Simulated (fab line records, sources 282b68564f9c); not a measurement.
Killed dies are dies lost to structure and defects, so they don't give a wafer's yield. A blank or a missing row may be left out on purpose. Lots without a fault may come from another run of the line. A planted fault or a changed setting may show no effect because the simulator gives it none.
fab line records | flow rit_cmos
record lots=6 wafers=18 last_day=8
route steps=202 shown M1@184
lots that met no fault: from a run of the same line without faults
start_h: hours from the record's first day to the start of the lot's first wafer shown | wait_h: hours since the lot's step before | " the same as in the row above | L1.1+2: a row that stands for several wafers | - no value, or no start given | * or withheld: withheld | < > ~ a bound
route shown NAME@n: a module of which the file shows steps, and the number in the route of the first | usual: mean/standard deviation of fault-free wafers | same: alike in all rows | chamber/n: place in a boat | sites: the reading at each site | _std_site: their standard deviation | _edge_site: outer sites' mean less inner sites' | radius_mm: how far each site lies from the wafer's centre | mask NAME#n: copy n | behind: the tool/chamber that last shaped the wafer | hold: why the lot was held/for how many hours/how that ended | device: the transistor (n, p or np) that didn't switch | end of line: the same wafers' tests at the end of the route | a step without rows: its recipe alone | killed: dies lost to structure and defects at the first sort, not the wafer's yield | map: a wafer's dies, x killed, . not, _ none there
set.NAME: the setting as run; set.NAME@STEP: as run at that earlier step | model.NAME: the simulator's own value behind a step, which no gauge read
lots at some steps of the route; a table a step, a row a wafer
services: from which hour (start_h, from the record's first day; less than 0 if before it) a tool's chamber was out of use, for how many hours, and why
## steps
# step RIT_M1_SPUTTER_00
# recipe material=Al target_thk_nm=400 power_w=2000 chamber_pressure_pa=0.4 gas=Ar time_s=522.4 substrate_temp_c=25
# usual throttle_valve_pct=29.8/1.5
# columns lot.wafer tool chamber start_h wait_h throttle_valve_pct
L514.2 pvd_sputter-04 - 60.32 0.0 29.2
L514.3 " - " " 28.4
L514.4 " - " " 31.4
L519.2 pvd_sputter-03 - 91.46 0.0 29.2
L519.5 " - " " 32.1
L519.6 " - " " 27.4
L525.4 pvd_sputter-03 - 118.59 0.0 27.6
L525.5 " - " " 29.4
L525.6 " - " " 32.0
L527.1 pvd_sputter-04 - 128.79 0.0 30.0
L527.5 " - " " 28.3
L527.6 " - " " 29.5
L535.1 pvd_sputter-02 - 167.26 0.0 32.2
L535.2 " - " " 28.1
L535.4 " - " " 29.7
L536.3 pvd_sputter-04 - 176.61 0.0 31.4
L536.5 " - " " 29.3
L536.6 " - " " 28.4
# step RIT_M1_RS_MEAS_01
# recipe thk_meas_gauge=four-point-probe reads=Al_of_M1_SPUTTER_00
# usual M1_AL_RS=0.0702/0.00055
# columns lot.wafer tool chamber start_h wait_h M1_AL_RS[ohm/sq]
L514.2 film_metro-01 - 60.64 0.2 0.0717
L514.3 " - " " 0.0717
L514.4 " - " " 0.0719
L519.2 film_metro-04 - 91.77 0.2 0.0699
L519.5 " - " " 0.0702
L519.6 " - " " 0.0702
L525.4 film_metro-01 - 118.94 0.2 0.0696
L525.5 " - " " 0.0698
L525.6 " - " " 0.0699
L527.1 film_metro-04 - 129.08 0.1 0.0701
L527.5 " - " " 0.0696
L527.6 " - " " 0.0703
L535.1 film_metro-01 - 167.60 0.2 0.0703
L535.2 " - " " 0.0691
L535.4 " - " " 0.0694
L536.3 film_metro-03 - 176.95 0.2 0.0701
L536.5 " - " " 0.0703
L536.6 " - " " 0.0698
# step RIT_M1_THK_MEAS_02
# recipe thk_meas_gauge=xrf reads=Al_of_M1_SPUTTER_00
# usual M1_AL_THK=420/3.7
# columns lot.wafer tool chamber start_h wait_h M1_AL_THK[nm]
L514.2 film_metro-01 - 60.75 0.1 411
L514.3 " - " " 410
L514.4 " - " " 412
L519.2 film_metro-04 - 91.88 0.1 418
L519.5 " - " " 416
L519.6 " - " " 419
L525.4 film_metro-01 - 119.03 0.1 424
L525.5 " - " " 424
L525.6 " - " " 423
L527.1 film_metro-04 - 129.20 0.1 420
L527.5 " - " " 423
L527.6 " - " " 421
L535.1 film_metro-01 - 167.72 0.1 421
L535.2 " - " " 428
L535.4 " - " " 423
L536.3 film_metro-03 - 177.05 0.1 419
L536.5 " - " " 418
L536.6 " - " " 424
# step RIT_M1_HMDS_03
# recipe prime_time_s=60 prime_temp_c=140
# step RIT_M1_COAT_04
# recipe resist=NOVOLAK spin_rpm=2000 resist_thk_nm=1300
# step RIT_M1_SOFTBAKE_05
# recipe resist=NOVOLAK temp_c=90 time_s=60
# step RIT_M1_EXPOSE_06
# recipe mask_id=M12 na=0.6 source_shape=conventional sigma_outer=0.5 target_cd_nm=2600 dose_mj=253
# step RIT_M1_PEB_07
# recipe resist=NOVOLAK temp_c=withheld time_s=withheld
# step RIT_M1_DEVELOP_08
# recipe resist=NOVOLAK develop_time_s=68 dev_temp_c=23
# step RIT_M1_CD_MEAS_09
# recipe target_cd_nm=2600
# usual cd_nm=2599.3/2.1
# columns lot.wafer tool chamber start_h wait_h cd_nm
L514.2 cd_sem-01 - 61.82 - 2599.5
L514.3 " - " " 2597.5
L514.4 " - " " 2598.2
L519.2 cd_sem-02 - 92.96 - 2597.5
L519.5 " - " " 2600.2
L519.6 " - " " 2598.2
L525.4 cd_sem-01 - 120.00 - 2598.4
L525.5 " - " " 2602.2
L525.6 " - " " 2599.3
L527.1 cd_sem-01 - 130.14 - 2603.2
L527.5 " - " " 2603.3
L527.6 " - " " 2602.1
L535.1 cd_sem-02 - 168.78 - 2598.5
L535.2 " - " " 2599.1
L535.4 " - " " 2599.7
L536.3 cd_sem-02 - 178.01 - 2597.0
L536.5 " - " " 2598.0
L536.6 " - " " 2601.0
# step RIT_M1_OVL_MEAS_10
# usual M1_OVL=-0.6/1.3
# columns lot.wafer tool chamber start_h wait_h M1_OVL[nm]
L514.2 overlay-01 - 61.95 0.1 -1.0
L514.3 " - " " -0.6
L514.4 " - " " -0.4
L519.2 overlay-01 - 93.06 0.1 -1.2
L519.5 " - " " -1.3
L519.6 " - " " -1.3
L525.4 overlay-02 - 120.08 0.1 0.7
L525.5 " - " " -2.4
L525.6 " - " " -0.7
L527.1 overlay-02 - 130.26 0.1 0.9
L527.5 " - " " -2.5
L527.6 " - " " -1.8
L535.1 overlay-02 - 168.90 0.1 -0.7
L535.2 " - " " -0.6
L535.4 " - " " -1.4
L536.3 overlay-02 - 178.10 0.1 -1.2
L536.5 " - " " 0.2
L536.6 " - " " 0.9
# step RIT_M1_HARDBAKE_11
# recipe resist=NOVOLAK temp_c=140 time_s=120
# step RIT_M1_METAL_ETCH_12
# recipe stop_on=SiO2 chemistry=Cl2/BCl3 target=Al time_s=165 over_etch_frac=0.5 pressure_mtorr=100 target_depth_a=6000 rf_w=250 Cl2_flow_sccm=60 bcl3_flow_sccm=50
# usual drypump_motor_current_A=5.3/0.34 mfc_cl2_sccm=59.98/0.17 oes_product_au=0.796/0.011 throttle_valve_pct=8.28/0.1
# columns lot.wafer tool chamber start_h wait_h drypump_motor_current_A mfc_cl2_sccm oes_product_au rf_hours_counter_h throttle_valve_pct model.NOVOLAK_of_M1_COAT_04.thk_nm
L514.2 rie_metal-02 1 62.23 0.2 5.0 59.80 0.783 35 8.10 809.7
L514.3 " 0 " " 5.5 59.92 0.775 - 8.39 800.6
L514.4 " 1 " " 5.0 59.80 0.781 - 8.09 815.1
L519.2 rie_metal-01 0 93.34 0.2 5.8 60.12 0.784 4 8.18 803.4
L519.5 " 1 " " 5.3 59.50 0.802 - 8.36 806.5
L519.6 " 0 " " 5.8 60.25 0.785 - 8.18 801
L525.4 rie_metal-01 0 120.40 0.1 5.8 60.11 0.789 - 8.18 798.1
L525.5 " 0 " " 5.8 60.06 0.779 - 8.20 797.3
L525.6 " 1 " " 5.3 60.05 0.792 - 8.37 809.7
L527.1 rie_metal-01 1 130.61 0.2 5.3 60.08 0.803 5 8.37 802.3
L527.5 " 1 " " 5.3 59.88 0.797 - 8.38 800.2
L527.6 " 0 " " 5.8 59.46 0.778 - 8.19 786.2
L535.1 rie_metal-02 1 169.19 0.2 5.0 60.19 0.804 0 8.10 804.6
L535.2 " 0 " " 5.5 59.98 0.798 0 8.37 792
L535.4 " 1 " " 5.0 60.00 0.803 - 8.11 802.8
L536.3 rie_metal-03 0 178.43 0.2 5.6 60.12 0.806 - 8.39 798.8
L536.5 " 1 " " 4.9 59.87 0.806 - 8.24 795.6
L536.6 " 0 " " 5.6 60.13 0.815 - 8.37 801.2
# step RIT_M1_STRIP_13
# recipe chemistry=nmp resist=NOVOLAK temp_c=80 time_s=600 dry=n2_spin
# step RIT_M1_PROBE_99
# usual defect_limited_yield=97.1/1.1 killed_at_front_end=7.5/2.8 killed_dies=7.6/2.9 killed_open=3.7/2 killed_short=3.8/2 sort_bin_3_pad_short=0.1/0.25 sort_bin_5_function=1.6/0.85 sort_bin_6_memory=1.1/0.62 sort_n_pass=256.4/2.9 sort_yield_pct=97.1/1.1
# same gross_dies=264 killed_at_M0_to_M3=0 killed_at_M4_up=0 killed_at_back_side=0 killed_at_contacts=0 killed_at_other=0
# columns lot.wafer tool chamber start_h wait_h defect_limited_yield[%] killed_at_front_end killed_dies killed_open killed_short sort_bin_3_pad_short[%] sort_bin_5_function[%] sort_bin_6_memory[%] sort_n_pass sort_yield_pct[%]
L514.2 prober-01 - 64.54 0.1 98.9 3 3 1 2 0 1.1 0 261.0 98.9
L514.3 prober-01 - 64.59 0.2 97.0 8 8 6 2 0 1.9 1.1 256.0 97.0
L514.4 prober-01 - 64.64 0.2 98.1 5 5 1 4 0 0.8 1.1 259.0 98.1
L527.1 prober-02 - 134.08 0.1 98.9 3 3 0 3 0 0.8 0.4 261.0 98.9
L527.5 prober-02 - 134.28 0.2 95.8 11 11 5 6 0.4 1.5 2.3 253.0 95.8
L527.6 prober-02 - 134.33 0.2 97.3 7 7 5 2 0 1.5 1.1 257.0 97.3
# killed by level:class
L514.2 GATE:geometric_particle:short=2 REOX:geometric_particle:open=1
L514.3 GATE:geometric_particle:open=4 SPACER:geometric_particle:short=1 REOX:geometric_particle:short=1 REOX:geometric_particle:open=1 SILICIDE:geometric_particle:open=1
L514.4 GATE:geometric_particle:short=2 ACTIVE:geometric_particle:short=1 GATE:geometric_particle:open=1 SPACER:geometric_particle:short=1
L527.1 FOX1:geometric_particle:short=2 GATE:geometric_particle:short=1
L527.5 FOX2:geometric_particle:short=2 GATE:geometric_particle:open=2 SPACER:geometric_particle:open=2 SILICIDE:geometric_particle:short=2 FOX1:geometric_particle:open=1 GATE:geometric_particle:short=1 REOX:geometric_particle:short=1
L527.6 GATE:geometric_particle:open=3 FOX1:geometric_particle:short=1 FOX1:geometric_particle:open=1 REOX:geometric_particle:short=1 SILICIDE:geometric_particle:open=1
## services
# columns tool chamber start_h hours kind
pvd_sputter-02 - 64.63 1.8 repair
rie_metal-03 0 66.60 8.8 repair
pvd_sputter-04 - 116.49 2.0 repair
rie_metal-03 - 123.14 2.8 pm
rie_metal-02 - 132.89 7.4 repair
rie_metal-02 - 140.27 20.0 pm
rie_metal-02 0 140.27 20.0 vent_cycle
rie_metal-02 1 140.27 20.0 vent_cycle
rie_metal-01 - 140.84 2.8 pm
rie_metal-03 - 142.83 0.2 repair
rie_metal-02 - 160.27 1.4 pm
rie_metal-02 0 160.27 - clean
rie_metal-02 1 160.27 - clean
rie_metal-01 0 172.44 2.3 repair
## key
first_sign none at tools or gauges
model_effect step=RIT_M1_METAL_ETCH_12 value=NOVOLAK_of_M1_COAT_04.thk_nm without=808.7 struck=793.9
met_at RIT_M1_METAL_ETCH_12
struck_wafers L525.4,L525.5,L527.6
onset_between 93.34 120.40
fault kind=process_parameter_drift tool=rie_metal-01 chamber=0 onset_h=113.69 steps=RIT_M1_METAL_ETCH_12 channel=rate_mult offset=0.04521 shape=step end_h=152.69
